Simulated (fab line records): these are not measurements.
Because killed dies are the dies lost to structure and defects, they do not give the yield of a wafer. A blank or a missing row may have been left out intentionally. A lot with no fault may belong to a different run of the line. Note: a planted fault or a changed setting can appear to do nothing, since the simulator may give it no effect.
The tool behind it: which one? || flow berkeley cmos170 || 18 wafers from 6 lots sampled at 2 of the route's 331 steps

WHAT THE GAUGES READ, wafer by wafer
UCB170_GATE_CD_MEAS_12 targets a cd of 350 nm.
{"lot": "L147", "measured": "day 7 13:00", "on": "cd sem-01", "cd nm (nm)": "349.1 349.7 349.0"}
{"lot": "L150", "measured": "day 8 12:03", "on": "cd sem-01", "cd nm (nm)": "374.8 373.9 376.1"}
{"lot": "L159", "measured": "day 10 00:58", "on": "cd sem-02", "cd nm (nm)": "350.4 350.2 351.0"}
{"lot": "L161", "measured": "day 11 01:52", "on": "cd sem-01", "cd nm (nm)": "350.0 351.2 350.7"}
{"lot": "L165", "measured": "day 11 07:54", "on": "cd sem-02", "cd nm (nm)": "349.6 348.7 349.4"}
{"lot": "L167", "measured": "day 11 22:29", "on": "cd sem-02", "cd nm (nm)": "349.3 348.8 349.2"}

WHICH TOOL RAN EACH LOT (tool, then ch and the chambers of the sampled wafers, then the start)
{"lot": "L147", "UCB170_GATE_EXPOSE_09": "krf scanner-02 ch 0, day 7 12:36"}
{"lot": "L150", "UCB170_GATE_EXPOSE_09": "krf scanner-02 ch 0, day 8 11:40"}
{"lot": "L159", "UCB170_GATE_EXPOSE_09": "krf scanner-01 ch 0, day 10 00:21"}
{"lot": "L161", "UCB170_GATE_EXPOSE_09": "krf scanner-02 ch 0, day 11 01:28"}
{"lot": "L165", "UCB170_GATE_EXPOSE_09": "krf scanner-02 ch 0, day 11 07:28"}
{"lot": "L167", "UCB170_GATE_EXPOSE_09": "krf scanner-01 ch 0, day 11 22:05"}
- UCB170_GATE_EXPOSE_09: exposes mask POLY, target cd 350 nm.

THE ANSWER, worked out from the rows above alone
Rule: the usual values come from the lots themselves. The widest of any qualifying gaps counts: lots, ordered by their means at a reading, are off when they make up no more than a third of the lots, leave a main group of 4 or more, and stand apart from it by 3 or more times the standard deviation of that group's means. Not used: any main group whose means are identical at the precision the tables above print for the reading. Also off: a lot with no number at a reading for which 4 or more lots have one. Any other lot the step has rows for is counted as sound.
Off: L150, at UCB170_GATE_CD_MEAS_12 (cd nm). Main group: mean 349.8 nm, sd 0.68.
A tool fits if, at a process step before that reading, it ran every lot that is off, and no sound lot after the first of them. The gauges at UCB170_GATE_CD_MEAS_12 are tried like those tools. No candidate that was tried fits.

WHAT HAD BEEN PUT IN BY THE SIMULATOR
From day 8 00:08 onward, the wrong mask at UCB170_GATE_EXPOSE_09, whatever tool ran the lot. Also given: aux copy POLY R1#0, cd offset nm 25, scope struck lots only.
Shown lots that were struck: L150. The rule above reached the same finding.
